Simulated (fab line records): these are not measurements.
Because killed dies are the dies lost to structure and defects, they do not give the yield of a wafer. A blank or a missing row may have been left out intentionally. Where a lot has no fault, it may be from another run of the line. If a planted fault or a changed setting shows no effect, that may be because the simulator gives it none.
fab line records	flow rit-cmos
record lots=5	wafers=15	last-day=7
route steps=202 shown M1@184
lots that met no fault: taken from a fault-free run of the same line
start-h: start of the lot's first displayed wafer, in hours after the record's first day	wait-h: hours elapsed since this lot's preceding step	" unchanged from the row above	L1.1+2: a single row standing in for several wafers	- value missing, or start not given	* or withheld: withheld	< > ~ a bound
route shown NAME@n: names a module that has steps shown in the file, with the first one's number in the route	usual: the fault-free wafers' mean and standard deviation	same: alike in all rows	chamber/n: place in a boat	sites: per-site readings	_std_site: their standard deviation	_edge_site: outer sites' mean less inner sites'	radius-mm: for every site, how far away it sits from the centre of the wafer	mask NAME#n: copy n	behind: the tool/chamber that last shaped the wafer	hold: reason for holding the lot/hours on hold/outcome of the hold	device: the transistor (n, p or np) that didn't switch	end of line: tests of these same wafers at the route's end	for a step that has no rows: nothing shown but its recipe	killed: count of dies lost to structure and defects at first sort (not the wafer's yield)	map: the dies of a wafer, with x for killed, . for not killed, _ for no die there
set.NAME: the setting the step ran with; set.NAME@STEP: the setting that earlier step ran with	model.NAME: the simulator's own value behind a step, which no gauge read
certain route steps with their lots: each step a table, each wafer a row
services: when a tool's chamber went out of use (start-h, in hours from the record's first day, below 0 if earlier), for how many hours, and the reason
## steps
# step RIT_M1_SPUTTER_00
# recipe material=Al	target-thk-nm=400	power-w=2000	chamber-pressure-pa=0.4	gas=Ar	time-s=500	substrate-temp-c=25
# usual throttle-valve-pct=30.3/0.74
lot.wafer	tool	chamber	start-h	wait-h	throttle-valve-pct
L563.1	pvd-sputter-03	-	65.24	0.0	30.8
L563.3	"	-	"	"	29.0
L563.5	"	-	"	"	30.1
L565.2	pvd-sputter-01	-	71.96	0.0	29.9
L565.4	"	-	"	"	30.3
L565.5	"	-	"	"	30.5
L574.1	pvd-sputter-02	-	117.64	0.0	30.0
L574.5	"	-	"	"	31.4
L574.6	"	-	"	"	29.4
L580.2	pvd-sputter-02	-	149.33	0.0	31.2
L580.3	"	-	"	"	29.8
L580.6	"	-	"	"	30.0
L584.3	pvd-sputter-02	-	174.18	0.0	29.5
L584.5	"	-	"	"	31.4
L584.6	"	-	"	"	31.2
# step RIT_M1_RS_MEAS_01
# recipe thk-meas-gauge=four-point-probe	reads=Al_of_M1_SPUTTER_00
# usual M1_AL_RS=0.0735/0.00066
lot.wafer	tool	chamber	start-h	wait-h	M1_AL_RS[ohm/sq]
L563.1	film-metro-03	-	65.53	0.1	0.0746
L563.3	"	-	"	"	0.0743
L563.5	"	-	"	"	0.0742
L565.2	film-metro-02	-	72.27	0.2	0.0733
L565.4	"	-	"	"	0.0738
L565.5	"	-	"	"	0.0736
L574.1	film-metro-02	-	117.93	0.1	0.0734
L574.5	"	-	"	"	0.0738
L574.6	"	-	"	"	0.0732
L580.2	film-metro-01	-	149.65	0.2	0.0742
L580.3	"	-	"	"	0.0741
L580.6	"	-	"	"	0.0742
L584.3	film-metro-01	-	174.51	0.2	0.0730
L584.5	"	-	"	"	0.0737
L584.6	"	-	"	"	0.0736
# step RIT_M1_THK_MEAS_02
# recipe thk-meas-gauge=xrf	reads=Al_of_M1_SPUTTER_00
# usual M1_AL_THK=399/3.7
lot.wafer	tool	chamber	start-h	wait-h	M1_AL_THK[nm]
L563.1	film-metro-03	-	65.65	0.1	393
L563.3	"	-	"	"	394
L563.5	"	-	"	"	396
L565.2	film-metro-02	-	72.38	0.1	398
L565.4	"	-	"	"	395
L565.5	"	-	"	"	399
L574.1	film-metro-02	-	118.05	0.1	398
L574.5	"	-	"	"	395
L574.6	"	-	"	"	397
L580.2	film-metro-01	-	149.76	0.1	398
L580.3	"	-	"	"	399
L580.6	"	-	"	"	400
L584.3	film-metro-01	-	174.61	0.1	401
L584.5	"	-	"	"	396
L584.6	"	-	"	"	399
# step RIT_M1_HMDS_03
# recipe prime-time-s=60	prime-temp-c=140
# step RIT_M1_COAT_04
# recipe resist=NOVOLAK	spin-rpm=2000	resist-thk-nm=1300
# step RIT_M1_SOFTBAKE_05
# recipe resist=NOVOLAK	temp-c=90	time-s=60
# step RIT_M1_EXPOSE_06
# recipe mask-id=M12	na=0.6	source-shape=conventional	sigma-outer=0.5	target-cd-nm=2600	dose-mj=250
# step RIT_M1_PEB_07
# recipe resist=NOVOLAK	temp-c=withheld	time-s=withheld
# step RIT_M1_DEVELOP_08
# recipe resist=NOVOLAK	develop-time-s=68	dev-temp-c=23
# step RIT_M1_CD_MEAS_09
# recipe target-cd-nm=2600
# usual cd-nm=2601.0/2.7
lot.wafer	tool	chamber	start-h	wait-h	cd-nm
L563.1	cd-sem-02	-	66.59	-	2601.1
L563.3	"	-	"	"	2599.6
L563.5	"	-	"	"	2599.4
L565.2	cd-sem-01	-	73.33	-	2600.6
L565.4	"	-	"	"	2600.5
L565.5	"	-	"	"	2600.2
L574.1	cd-sem-01	-	119.12	-	2600.3
L574.5	"	-	"	"	2598.0
L574.6	"	-	"	"	2595.4
L580.2	cd-sem-01	-	150.71	-	2601.3
L580.3	"	-	"	"	2602.2
L580.6	"	-	"	"	2603.1
L584.3	cd-sem-02	-	175.70	-	2593.7
L584.5	"	-	"	"	2594.9
L584.6	"	-	"	"	2595.1
# step RIT_M1_OVL_MEAS_10
# usual M1_OVL=0.2/1.2
lot.wafer	tool	chamber	start-h	wait-h	M1_OVL[nm]
L563.1	overlay-02	-	66.71	0.1	-0.5
L563.3	"	-	"	"	-1.0
L563.5	"	-	"	"	-1.4
L565.2	overlay-02	-	73.44	0.1	0.2
L565.4	"	-	"	"	1.7
L565.5	"	-	"	"	-0.9
L574.1	overlay-01	-	119.24	0.1	0.9
L574.5	"	-	"	"	-0.5
L574.6	"	-	"	"	0.4
L580.2	overlay-02	-	150.81	0.1	-0.5
L580.3	"	-	"	"	-1.4
L580.6	"	-	"	"	-1.3
L584.3	overlay-01	-	175.79	0.1	0.3
L584.5	"	-	"	"	1.1
L584.6	"	-	"	"	-1.0
# step RIT_M1_HARDBAKE_11
# recipe resist=NOVOLAK	temp-c=140	time-s=120
# step RIT_M1_METAL_ETCH_12
# recipe stop-on=SiO2	chemistry=Cl2/BCl3	target=Al	time-s=165	over-etch-frac=0.5	pressure-mtorr=100	target-depth-a=6000	rf-w=250	Cl2_flow_sccm=60	bcl3-flow-sccm=50
# usual drypump-motor-current-A=5.9/0.47	oes-product-au=0.774/0.011	throttle-valve-pct=8.24/0.14
# same over-etch-frac=0.5
lot.wafer	tool	chamber	start-h	wait-h	drypump-motor-current-A	oes-product-au	rf-hours-counter-h	throttle-valve-pct	model.NOVOLAK_of_M1_COAT_04.thk-nm	model.M1.feature-depth-nm	model.SiO2_of_CONTACT_CVD_00.thk-nm
L563.1	rie-metal-01	1	67.00	0.2	6.7	0.787	34	8.31	806.9	426.1	353.9
L563.3	"	1	"	"	6.7	0.785	-	8.31	807.9	427.3	354.5
L563.5	"	1	"	"	6.7	0.784	-	8.31	806	428.1	361.6
L565.2	rie-metal-04	1	73.72	0.2	5.3	0.768	1	8.05	804.5	432.1	364.6
L565.4	"	0	"	"	6.2	0.765	-	8.17	807.9	430.5	367.4
L565.5	"	1	"	"	5.4	0.766	-	8.04	810.7	430.5	363.3
L574.1	rie-metal-04	0	119.52	0.2	6.3	0.757	1	8.16	813.1	431.4	360.3
L574.5	"	0	"	"	6.3	0.769	-	8.17	815.2	430.3	365
L574.6	"	1	"	"	5.4	0.769	-	8.04	707.5	444	351.5
L580.2	rie-metal-02	0	151.09	0.2	5.3	0.775	3	8.39	800.3	429.3	362.8
L580.3	"	1	"	"	6.2	0.769	-	8.14	809.4	429.3	362.4
L580.6	"	0	"	"	5.4	0.774	-	8.40	802.8	428.9	364.8
L584.3	rie-metal-01	0	176.12	0.2	5.9	0.788	-	8.42	806.1	435.8	362.2
L584.5	"	0	"	"	5.9	0.777	-	8.41	810.7	430.6	373.5
L584.6	"	1	"	"	6.7	0.758	-	8.31	806	432.1	374.6
# step RIT_M1_STRIP_13
# recipe chemistry=nmp	resist=NOVOLAK	temp-c=80	time-s=600	dry=n2-spin
# step RIT_M1_STRIP_14
# recipe chemistry=O2	time-s=180	platen-temp-c=withheld	power-w=500	pressure-mtorr=4000	o2-flow-sccm=4000
# usual drypump-motor-current-A=5.66/0.27
lot.wafer	tool	chamber	start-h	wait-h	drypump-motor-current-A	rf-hours-counter-h
L563.1	plasma-asher-01	0	67.33	0.0	6.00	41
L563.3	"	1	"	"	5.55	-
L563.5	"	1	"	"	5.50	-
L565.2	plasma-asher-04	1	74.06	0.0	5.66	41
L565.4	"	1	"	"	5.63	-
L565.5	"	0	"	"	5.43	-
L574.1	plasma-asher-04	1	120.10	0.0	5.62	46
L574.5	"	1	"	"	5.64	-
L574.6	"	0	"	"	5.43	-
L580.2	plasma-asher-01	0	151.43	0.0	6.00	3
L580.3	"	0	"	"	6.01	-
L580.6	"	1	"	"	5.56	-
L584.3	plasma-asher-04	1	176.46	0.1	5.64	-
L584.5	"	1	"	"	5.62	-
L584.6	"	0	"	"	5.42	-
# step RIT_M1_CD_MEAS_90
# recipe target-cd-nm=2600
# usual cd-nm=2601/3.1
lot.wafer	tool	chamber	start-h	wait-h	cd-nm
L563.1	cd-sem-02	-	67.51	0.1	2601
L563.3	"	-	"	"	2598
L563.5	"	-	"	"	2600
L565.2	cd-sem-01	-	74.25	0.1	2601
L565.4	"	-	"	"	2600
L565.5	"	-	"	"	2601
L574.1	cd-sem-02	-	120.28	0.1	2601
L574.5	"	-	"	"	2598
L574.6	"	-	"	"	2589
L580.2	cd-sem-02	-	151.63	0.1	2600
L580.3	"	-	"	"	2601
L580.6	"	-	"	"	2601
L584.3	cd-sem-02	-	176.63	0.1	2592
L584.5	"	-	"	"	2595
L584.6	"	-	"	"	2594
# step RIT_M1_ANNEAL_15
# recipe temp-c=450	time-s=1800	ambient=forming_gas_H2N2
# step RIT_M1_PROBE_99
# usual defect-limited-yield=97.5/1.2	killed-at-contacts=0.1/0.32	killed-at-front-end=6/3.1	killed-dies=7/3.2	killed-open=3.1/1.9	killed-short=3.5/2.2	sort_bin_3_pad_short=0.2/0.24	sort_bin_5_function=1.5/0.86	sort_bin_6_memory=0.9/0.59	sort-n-pass=257/3.2	sort-yield-pct=97.5/1.2
# same gross-dies=264	killed_at_M0_to_M3=0	killed_at_M4_up=0	killed-at-back-side=0	killed-at-other=0
lot.wafer	tool	chamber	start-h	wait-h	defect-limited-yield[%]	killed-at-contacts	killed-at-front-end	killed-dies	killed-open	killed-short	sort_bin_3_pad_short[%]	sort_bin_5_function[%]	sort_bin_6_memory[%]	sort-n-pass	sort-yield-pct[%]	model.etest.antenna-m1.vt-shift-v
L563.1	prober-02	-	69.25	0.1	96.2	0	10	10	4	6	0.8	1.5	1.5	254	96.2	-0.01328
L563.3	prober-02	-	69.35	0.2	97.7	0	6	6	3	3	0	1.5	0.8	258	97.7	-0.009057
L563.5	prober-02	-	69.45	0.2	98.1	0	5	5	3	2	0	1.1	0.8	259	98.1	-0.009958
L565.2	prober-01	-	76.02	0.1	99.2	0	2	2	1	1	0	0.4	0.4	262	99.2	-0.01022
L565.4	prober-01	-	76.12	0.2	98.5	0	4	4	0	4	0	1.5	0	260	98.5	-0.008991
L565.5	prober-01	-	76.17	0.2	97.0	0	8	8	4	4	0	1.5	1.5	256	97.0	-0.01592
L574.1	prober-02	-	122.02	0.1	98.9	0	3	3	2	1	0	0.4	0.8	261	98.9	-0.01355
L574.5	prober-02	-	122.22	0.2	95.1	0	13	13	4	9	0.4	3.4	1.1	251	95.1	-0.01415
L574.6	prober-02	-	122.27	0.2	97.3	1	6	7	4	3	0	2.3	0.4	257	97.3	-0.01875
L580.2	prober-02	-	153.40	0.1	98.1	0	5	5	3	2	0.4	1.5	0	259	98.1	-0.00759
L580.3	prober-02	-	153.45	0.2	97.7	0	6	6	2	4	0.4	1.1	0.8	258	97.7	-0.01557
L580.6	prober-02	-	153.60	0.2	99.2	0	2	2	2	0	0	0.4	0.4	262	99.2	-0.01114
L584.3	prober-01	-	178.43	0.2	100.0	0	0	0	0	0	0	0	0	264	100.0	-0.01849
L584.5	prober-01	-	178.53	0.2	97.7	0	6	6	0	6	0	1.1	1.1	258	97.7	-0.007005
L584.6	prober-01	-	178.58	0.2	98.5	0	4	4	3	1	0	1.1	0.4	260	98.5	-0.009707
# killed by level:class
L563.1 FOX1:geometric-particle:short=2 REOX:geometric-particle:short=2 FOX2:geometric-particle:open=1 GATE:geometric-particle:short=1 GATE:geometric-particle:open=1 SPACER:geometric-particle:open=1 SILICIDE:geometric-particle:short=1 SILICIDE:geometric-particle:open=1
L563.3 FOX1:geometric-particle:open=2 SPACER:geometric-particle:short=2 FOX2:geometric-particle:open=1 FOX2:geometric-particle:short=1
L563.5 ACTIVE:geometric-particle:open=1 FOX2:geometric-particle:short=1 GATE:geometric-particle:open=1 SPACER:geometric-particle:short=1 SPACER:geometric-particle:open=1
L565.2 GATE:geometric-particle:short=1 SILICIDE:geometric-particle:open=1
L565.4 SPACER:geometric-particle:short=2 GATE:geometric-particle:short=1 SILICIDE:geometric-particle:short=1
L565.5 GATE:geometric-particle:open=3 GATE:geometric-particle:short=2 SPACER:geometric-particle:short=2 SPACER:geometric-particle:open=1
L574.1 FOX2:geometric-particle:open=1 GATE:geometric-particle:open=1 GATE:geometric-particle:short=1
L574.5 GATE:geometric-particle:short=4 REOX:geometric-particle:open=3 REOX:geometric-particle:short=2 SPACER:geometric-particle:short=2 FOX2:geometric-particle:short=1 SPACER:geometric-particle:open=1
L574.6 REOX:geometric-particle:open=3 GATE:geometric-particle:open=1 GATE:geometric-particle:short=1 REOX:geometric-particle:short=1 CONTACT:geometric-particle:short=1
L580.2 GATE:geometric-particle:open=2 FOX1:geometric-particle:short=1 GATE:geometric-particle:short=1 REOX:geometric-particle:open=1
L580.3 REOX:geometric-particle:short=2 FOX1:geometric-particle:short=1 GATE:geometric-particle:short=1 GATE:geometric-particle:open=1 SPACER:geometric-particle:open=1
L580.6 GATE:geometric-particle:open=2
L584.3
L584.5 FOX1:geometric-particle:short=2 GATE:geometric-particle:short=2 REOX:geometric-particle:short=1 SPACER:geometric-particle:short=1
L584.6 GATE:geometric-particle:open=1 GATE:geometric-particle:short=1 REOX:geometric-particle:open=1 SILICIDE:geometric-particle:open=1
## services
tool	chamber	start-h	hours	kind
plasma-asher-01	-	43.43	1.2	repair
pvd-sputter-02	-	45.92	7.7	repair
plasma-asher-04	-	49.04	2.8	pm
pvd-sputter-01	-	53.00	2.6	repair
pvd-sputter-03	-	68.93	4.9	repair
pvd-sputter-02	-	81.01	1.1	repair
plasma-asher-04	-	85.90	2.0	repair
rie-metal-01	1	86.08	21.7	repair
rie-metal-02	1	86.76	3.3	repair
pvd-sputter-03	-	87.88	5.0	repair
plasma-asher-04	-	89.52	2.1	repair
plasma-asher-01	-	108.75	9.0	pm
plasma-asher-01	0	108.75	9.0	vent-cycle
plasma-asher-01	1	108.75	9.0	vent-cycle
plasma-asher-01	0	117.75	-	clean
plasma-asher-01	1	117.75	-	clean
rie-metal-01	-	136.12	20.0	pm
rie-metal-01	0	136.12	20.0	vent-cycle
rie-metal-01	1	136.12	20.0	vent-cycle
rie-metal-01	0	156.12	-	clean
rie-metal-01	1	156.12	-	clean
pvd-sputter-02	-	172.59	1.0	repair
## key
first-sign step=RIT_M1_CD_MEAS_90	reading=cd-nm	direction=down	sigmas=3.8	usual=2601	struck=2589
effect none on later readings
model-effect step=RIT_M1_METAL_ETCH_12	value=NOVOLAK_of_M1_COAT_04.thk-nm	without=814.6	struck=707.5
model-effect step=RIT_M1_PROBE_99	value=etest.antenna-m1.vt-shift-v	without=-0.009203	struck=-0.01875
met-at RIT_M1_METAL_ETCH_12
struck-wafers L574.6
onset-between 73.72 119.52
fault kind=process-parameter-drift	tool=rie-metal-04	chamber=1	onset-h=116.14	steps=RIT_M1_METAL_ETCH_12	channel=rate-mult	offset=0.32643	shape=step	end-h=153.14
